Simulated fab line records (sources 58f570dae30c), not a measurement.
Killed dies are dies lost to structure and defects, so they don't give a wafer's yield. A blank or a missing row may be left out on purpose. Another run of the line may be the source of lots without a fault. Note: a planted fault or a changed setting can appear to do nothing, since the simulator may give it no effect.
Which of the tools did it?	flow berkeley-cmos170	Sampling: 6 lots, 18 wafers, 3 of 331 route steps

## WHAT THE GAUGES READ, wafer by wafer
UCB170_M1_CD_MEAS_09: the cd target is 700 nm.
lot	measured	on	cd-nm (nm)
L644	day 8 14:35	cd-sem-02	699.9 701.5 700.9
L646	day 9 04:29	cd-sem-02	700.6 699.5 699.3
L654	day 10 16:13	cd-sem-02	698.9 698.7 698.6
L656	day 10 17:26	cd-sem-02	699.0 700.1 698.8
L658	day 11 09:26	cd-sem-02	616.7 616.6 616.9 616.6 616.5 616.4
L661	day 11 12:55	cd-sem-01	697.9 698.1 697.3

## WHAT TOOL EACH LOT RAN ON (gives the tool, then ch and the chambers of the sampled wafers, and finally the start)
lot	UCB170_CONTACT_STRIP_19	UCB170_M1_EXPOSE_06
L644	plasma-asher-02 ch 0,1, day 8 11:53	krf-scanner-01 ch 0, day 8 13:53
L646	plasma-asher-04 ch 0,1, day 9 01:50	krf-scanner-02 ch 0, day 9 03:46
L654	plasma-asher-02 ch 0,1, day 10 13:50	krf-scanner-01 ch 0, day 10 15:28
L656	plasma-asher-02 ch 0,1, day 10 15:42	krf-scanner-02 ch 0, day 10 17:02
L658	plasma-asher-02 ch 0,1, day 11 04:14	krf-scanner-01 ch 0, day 11 07:31
L661	plasma-asher-01 ch 0,1, day 11 09:29	krf-scanner-02 ch 0, day 11 11:45
- UCB170_CONTACT_STRIP_19: strips in O2.
- UCB170_M1_EXPOSE_06: exposes mask METAL1, target cd 700 nm.

## THE ANSWER, worked out from the rows above alone
Rule: usual is defined by the lots themselves. The widest of any qualifying gaps counts: lots, ordered by their means at a reading, are off when they make up no more than a third of the lots, leave a main group of 4 or more, and stand apart from it by 3 or more times the standard deviation of that group's means. A main group is skipped when, at the precision printed for the reading in the tables above, its means are all equal. Also off: a lot with no number at a reading for which 4 or more lots have one. The other lots that the step has rows for count as sound.
Off at UCB170_M1_CD_MEAS_09 (cd-nm): L658. Mean 699.3 nm and standard deviation 1 in the main group.
A tool fits if, at a process step before that reading, it ran every lot that is off, and no sound lot after the first of them. The gauges at UCB170_M1_CD_MEAS_09 are tried like those tools. Can't be told from this: 3 tools fit, plasma-asher-02 at UCB170_CONTACT_STRIP_19, krf-scanner-01 at UCB170_M1_EXPOSE_06, cd-sem-02 at UCB170_M1_CD_MEAS_09.

## WHAT THE SIMULATOR HAD PUT IN
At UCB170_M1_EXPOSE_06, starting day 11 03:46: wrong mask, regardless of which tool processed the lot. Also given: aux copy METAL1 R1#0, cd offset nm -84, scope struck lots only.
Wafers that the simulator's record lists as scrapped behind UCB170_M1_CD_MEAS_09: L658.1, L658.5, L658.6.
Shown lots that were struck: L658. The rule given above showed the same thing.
